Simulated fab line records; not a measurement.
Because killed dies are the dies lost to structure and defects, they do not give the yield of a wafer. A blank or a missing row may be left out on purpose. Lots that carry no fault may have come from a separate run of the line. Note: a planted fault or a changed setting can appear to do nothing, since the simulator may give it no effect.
Which tool was responsible?    flow berkeley cmos170    42 wafers from 14 lots sampled at 7 of the route's 331 steps

## WHAT EACH GAUGE READ, for each wafer
UCB170_PSD_CD_MEAS_06: the cd target is 1200 nm.
lot   measured      on         cd nm (nm)
L246  day 6 18:32   cd sem-01  1200.3 1202.0 1201.6
L248  day 7 04:41   cd sem-02  1199.7 1198.3 1198.9
L247  day 7 04:58   cd sem-02  1199.1 1200.0 1198.9
L254  day 8 08:54   cd sem-02  1201.8 1201.3 1201.6
L258  day 8 21:29   cd sem-01  1198.6 1198.0 1198.7
L257  day 8 21:58   cd sem-01  1200.9 1201.4 1199.8
L256  day 8 22:08   cd sem-01  1199.4 1200.6 1199.6
L255  day 8 22:20   cd sem-01  1201.5 1200.2 1200.4
L259  day 9 06:59   cd sem-01  1197.5 1198.7 1197.9
L266  day 10 06:35  cd sem-01  1201.6 1201.8 1203.3
L264  day 10 06:44  cd sem-01  1199.2 1198.2 1198.4
L262  day 10 07:34  cd sem-01  1199.5 1198.7 1199.1
L268  day 10 16:37  cd sem-01  1198.4 1199.3 1199.2
L269  day 11 10:02  cd sem-01  1199.3 1200.9 1199.7

UCB170_PSD_TW_MEAS_10.
lot   measured      on             PSD_TW
L246  day 6 18:55   film metro-03  2288 2295 2291
L248  day 7 05:06   film metro-01  2420 2417 2407
L247  day 7 05:22   film metro-03  2318 2313 2314
L254  day 8 09:18   film metro-04  2146 2130 2142
L258  day 8 21:53   film metro-04  2308 2308 2306
L257  day 8 22:22   film metro-03  2298 2294 2299
L256  day 8 22:31   film metro-04  2311 2316 2308
L255  day 8 22:44   film metro-03  2134 2123 2130
L259  day 9 07:24   film metro-01  2393 2387 2399
L266  day 10 06:59  film metro-01  2406 2393 2403
L264  day 10 07:08  film metro-03  2299 2308 2296
L262  day 10 07:58  film metro-03  2300 2306 2303
L268  day 10 17:02  film metro-01  2406 2394 2391
L269  day 11 10:26  film metro-01  2385 2402 2400

UCB170_NSD_CD_MEAS_06: the cd target is 1200 nm.
lot   measured      on         cd nm (nm)
L246  day 6 20:58   cd sem-02  1200.0 1199.5 1200.2
L248  day 7 06:36   cd sem-02  1198.6 1200.1 1197.7
L247  day 7 07:20   cd sem-01  1198.2 1198.7 1199.3
L254  day 8 12:13   cd sem-01  1199.7 1200.6 1199.1
L258  day 8 23:46   cd sem-01  1199.1 1199.8 1200.6
L257  day 9 00:36   cd sem-01  1199.9 1201.1 1200.3
L256  day 9 00:46   cd sem-01  1202.6 1202.2 1201.7
L255  day 9 00:58   cd sem-01  1200.0 1201.5 1200.5
L259  day 9 09:45   cd sem-01  1198.8 1199.2 1199.4
L266  day 10 09:47  cd sem-01  1201.0 1200.4 1201.4
L264  day 10 10:17  cd sem-01  1198.7 1199.5 1199.4
L262  day 10 10:35  cd sem-01  1200.8 1200.7 1201.6
L268  day 10 18:27  cd sem-01  1197.4 1200.8 1199.6
L269  day 11 12:11  cd sem-01  1202.2 1203.4 1202.6

UCB170_NSD_OVL_MEAS_07.
lot   measured      on          NSD_OVL (nm)
L246  day 6 21:04   overlay-02  5 2 4
L248  day 7 06:43   overlay-02  -1 -2 -2
L247  day 7 07:27   overlay-02  6 7 8
L254  day 8 12:19   overlay-02  3 -1 -2
L258  day 8 23:53   overlay-01  3 2 8
L257  day 9 00:43   overlay-02  3 3 5
L256  day 9 00:51   overlay-01  2 2 4
L255  day 9 01:05   overlay-01  -2 -5 1
L259  day 9 09:51   overlay-01  -7 1 3
L266  day 10 09:55  overlay-02  4 3 2
L264  day 10 10:23  overlay-01  -3 5 -5
L262  day 10 10:41  overlay-01  3 -3 6
L268  day 10 18:34  overlay-02  10 4 11
L269  day 11 12:18  overlay-02  -5 -4 4

UCB170_SDANNEAL_RS_MEAS_02: measurement is done with a four-point probe.
lot   measured      on             PSD_RS (ohm/sq)
L246  day 6 22:43   film metro-03  75.95 75.76 75.76
L248  day 7 08:40   film metro-03  75.17 75.34 75.42
L247  day 7 09:07   film metro-04  75.61 75.18 75.16
L254  day 8 13:42   film metro-01  89.55 89.70 89.65
L258  day 9 03:52   film metro-03  75.63 75.53 75.56
L257  day 9 04:26   film metro-01  75.58 75.51 75.53
L256  day 9 04:07   film metro-04  75.54 75.61 75.93
L255  day 9 03:57   film metro-01  89.39 89.31 89.29
L259  day 9 11:22   film metro-01  75.49 75.28 75.22
L266  day 10 11:50  film metro-04  75.58 75.72 75.32
L264  day 10 12:16  film metro-03  75.74 75.25 75.40
L262  day 10 12:22  film metro-01  75.38 75.36 75.41
L268  day 10 19:57  film metro-03  75.90 76.30 76.04
L269  day 11 14:21  film metro-04  75.44 75.62 75.66

## EACH LOT AND THE TOOL THAT RAN IT (in order: tool; ch and the chambers of the sampled wafers; start)
lot   UCB170_PSD_IMPLANT_08            UCB170_PSD_STRIP_09
L246  implanter-02 ch 0, day 6 18:41   plasma asher-01 ch 1, day 6 18:49
L248  implanter-04 ch 0, day 7 04:51   plasma asher-01 ch 0,1, day 7 05:00
L247  implanter-02 ch 0, day 7 05:07   plasma asher-03 ch 0,1, day 7 05:16
L254  implanter-04 ch 0, day 8 09:04   plasma asher-02 ch 0,1, day 8 09:11
L258  implanter-03 ch 0, day 8 21:38   plasma asher-01 ch 0,1, day 8 21:47
L257  implanter-03 ch 0, day 8 22:07   plasma asher-02 ch 0,1, day 8 22:16
L256  implanter-02 ch 0, day 8 22:17   plasma asher-01 ch 0,1, day 8 22:26
L255  implanter-04 ch 0, day 8 22:29   plasma asher-02 ch 0,1, day 8 22:38
L259  implanter-03 ch 0, day 9 07:09   plasma asher-03 ch 0, day 9 07:17
L266  implanter-03 ch 0, day 10 06:44  plasma asher-01 ch 0,1, day 10 06:53
L264  implanter-02 ch 0, day 10 06:55  plasma asher-03 ch 0,1, day 10 07:02
L262  implanter-03 ch 0, day 10 07:44  plasma asher-03 ch 0,1, day 10 07:51
L268  implanter-03 ch 0, day 10 16:47  plasma asher-02 ch 0,1, day 10 16:56
L269  implanter-02 ch 0, day 11 10:11  plasma asher-01 ch 0,1, day 11 10:20
- UCB170_PSD_IMPLANT_08
- UCB170_PSD_STRIP_09: strips in O2.

## AS READ BY THE TOOLS THEMSELVES (means over the sampled wafers that have a number; for cases with no such wafer, the mark the record gives instead)
UCB170_PSD_IMPLANT_08.
lot   tool          beam on s (s)  faraday current uA
L246  implanter-02  9.89           9364
L248  implanter-04  10.03          9228
L247  implanter-02  10.02          9258
L254  implanter-04  7.86           11781
L258  implanter-03  9.94           9308
L257  implanter-03  10.03          9226
L256  implanter-02  10.04          9208
L255  implanter-04  7.81           11841
L259  implanter-03  10.01          9243
L266  implanter-03  10.26          9019
L264  implanter-02  10.13          9140
L262  implanter-03  10.02          9247
L268  implanter-03  9.91           9353
L269  implanter-02  10.14          9151

UCB170_PSD_STRIP_09.
lot   tool             drypump motor current A (A)  oes product au (a.u.)  strip time to endpoint s (s)
L246  plasma asher-01  4.9                          0.602                  29.34
L248  plasma asher-01  4.9                          0.598                  29.45
L247  plasma asher-03  6.4                          0.600                  29.42
L254  plasma asher-02  6.1                          0.635                  26.82
L258  plasma asher-01  4.8                          0.599                  29.39
L257  plasma asher-02  5.8                          0.601                  29.43
L256  plasma asher-01  4.8                          0.601                  29.33
L255  plasma asher-02  6.1                          0.637                  26.80
L259  plasma asher-03  6.0                          0.599                  29.40
L266  plasma asher-01  4.9                          0.599                  29.40
L264  plasma asher-03  6.2                          0.595                  29.43
L262  plasma asher-03  6.1                          0.597                  29.43
L268  plasma asher-02  6.2                          0.600                  29.35
L269  plasma asher-01  4.9                          0.604                  29.30

## THE ANSWER, worked out from the rows above alone
Rule: the usual values come from the lots themselves. The widest of any qualifying gaps counts: lots, ordered by their means at a reading, are off when they make up no more than a third of the lots, leave a main group of 4 or more, and stand apart from it by 3 or more times the standard deviation of that group's means. Not used: any main group whose means are identical at the precision the tables above print for the reading. A lot without any number at a reading at which 4 lots or more have one is off too. Any other lot the step has rows for is counted as sound. Order of review: gauges by route order, followed by the tools' own readings, for which a lot's mean as printed above is used. The first step at which some lot is off is used, and at that step the reading that is off furthest; a lot without a number counts as furthest.
Off: L254, L255, at UCB170_PSD_TW_MEAS_10 (PSD_TW). Mean 2344 and standard deviation 48 in the main group.
A tool fits if, at a process step before that reading, it ran every lot that is off, and no sound lot after the first of them. The gauges at UCB170_PSD_TW_MEAS_10 aren't tried: what is off there is off at UCB170_SDANNEAL_RS_MEAS_02 too, on other tools, and a gauge's error can't cause that. One fits: implanter-04 at UCB170_PSD_IMPLANT_08. Its last sound lot is L248 (day 7 04:51), its first lot that is off L254 (day 8 09:04): a fault that began between those two fits.
The tool's own readings at UCB170_PSD_IMPLANT_08 bear it out: on the lots that are off they differ by more than 5 times the standard deviation of the sound lots' means. beam on s reads 7.83 s there against 10.04 s on the sound lots; faraday current uA reads 11811 there against 9229 on the sound lots.

## WHAT THE SIMULATOR PUT IN
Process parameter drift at UCB170_PSD_IMPLANT_08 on implanter-04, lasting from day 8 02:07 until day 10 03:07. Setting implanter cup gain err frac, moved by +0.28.
Shown lots that were struck: L254, L255. The same result came from the rule above.
